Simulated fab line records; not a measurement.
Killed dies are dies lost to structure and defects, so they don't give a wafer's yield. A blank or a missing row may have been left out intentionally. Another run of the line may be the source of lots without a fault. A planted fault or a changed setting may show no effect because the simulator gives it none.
Chamber matching / flow berkeley-cmos170 / 3 sister chambers for UCB170_V2_CVD_00 on pecvd-03
The step deposits SiO2 from TEOS/O2, target thk 2000 nm, time 250 s. 6 wafers are shown with their chamber, then 7 later ones without.

WAFERS PAIRED WITH THEIR CHAMBERS
wafer=L624.1; chamber=0; heater-power-w (W)=205
wafer=L631.2; chamber=1; heater-power-w (W)=167
wafer=L631.3; chamber=2; heater-power-w (W)=341
wafer=L631.4; chamber=0; heater-power-w (W)=181
wafer=L642.1; chamber=2; heater-power-w (W)=344
wafer=L642.2; chamber=1; heater-power-w (W)=236

WAFERS MISSING THEIR CHAMBER
wafer=L642.3; heater-power-w (W)=240
wafer=L643.1; heater-power-w (W)=253
wafer=L643.3; heater-power-w (W)=252
wafer=L643.5; heater-power-w (W)=332
wafer=L644.2; heater-power-w (W)=232
wafer=L644.3; heater-power-w (W)=348
wafer=L644.4; heater-power-w (W)=178

CHAMBER TAKEN BY EACH
wafer=L642.3; from the rows above=can't be placed: 1 or 0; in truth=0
wafer=L643.1; from the rows above=can't be placed: 1 or 0 or 2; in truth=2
wafer=L643.3; from the rows above=can't be placed: 1 or 0 or 2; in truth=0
wafer=L643.5; from the rows above=2; in truth=2
wafer=L644.2; from the rows above=can't be placed: 1 or 0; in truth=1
wafer=L644.3; from the rows above=2; in truth=2
wafer=L644.4; from the rows above=can't be placed: 0 or 1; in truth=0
Correctly placed: 2 of 7. Unplaceable from these rows: 5, with the true chamber sitting among the candidates in 5. Placed wrongly: 0.
How it was worked out, from the rows above alone: a wafer's distance from a chamber is the root of the sum, over the readings, of the square of ((its reading less the chamber's mean) divided by the reading's scatter). The wafer belongs to the nearest chamber; if the next one is less than 2 further off, it can't be placed. A chamber's mean is the mean of its shown wafers. The scatter: the root of (the sum of the squares of (reading less its chamber's mean) over the shown wafers, divided by (wafers less chambers)).
